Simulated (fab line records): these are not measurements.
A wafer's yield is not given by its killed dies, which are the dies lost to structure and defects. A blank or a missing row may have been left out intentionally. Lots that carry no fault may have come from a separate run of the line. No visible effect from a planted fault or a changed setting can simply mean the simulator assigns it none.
Chamber matching + flow berkeley cmos170 + 4 sister chambers for UCB170_GATE_ETCH_15 on rie si-01
The step etches poly-Si in HBr/Cl2, stops on SiO2, time 56.3 s, target depth 278.2 nm. 4 wafers are shown with their chamber, then 7 later ones without.

## WAFERS PAIRED WITH THEIR CHAMBERS
| wafer  | chamber | throttle valve pct (%) |
|--------|---------|------------------------|
| L357.5 | 3       | 26.43                  |
| L362.1 | 2       | 26.76                  |
| L366.6 | 1       | 26.03                  |
| L372.1 | 0       | 26.64                  |

## WAFERS WITH NO CHAMBER GIVEN
| wafer  | throttle valve pct (%) |
|--------|------------------------|
| L372.3 | 26.01                  |
| L372.6 | 26.01                  |
| L373.3 | 26.77                  |
| L373.5 | 26.67                  |
| L378.3 | 26.50                  |
| L378.5 | 26.02                  |
| L378.6 | 26.53                  |

## EACH ONE'S CHAMBER
| wafer  | from the rows above     | in truth |
|--------|-------------------------|----------|
| L372.3 | 1                       | 1        |
| L372.6 | 1                       | 1        |
| L373.3 | 2                       | 2        |
| L373.5 | can't be placed: 0 or 2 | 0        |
| L378.3 | can't be placed: 3 or 0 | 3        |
| L378.5 | 1                       | 1        |
| L378.6 | can't be placed: 3 or 0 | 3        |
Correctly placed: 4 of 7. Unplaceable from these rows: 3, with the true chamber sitting among the candidates in 3. Number placed wrongly: 0.
How it was worked out, from the rows above alone: a wafer's distance from a chamber is the root of the sum, over the readings, of the square of ((its reading less the chamber's mean) divided by the reading's scatter). The wafer belongs to the nearest chamber; if the next one is less than 2 further off, it can't be placed. A chamber's mean is the mean of its shown wafers. The scatter (one wafer shown for each chamber): square how far every hidden wafer sits from the nearest shown wafer, average those squares and take the square root.
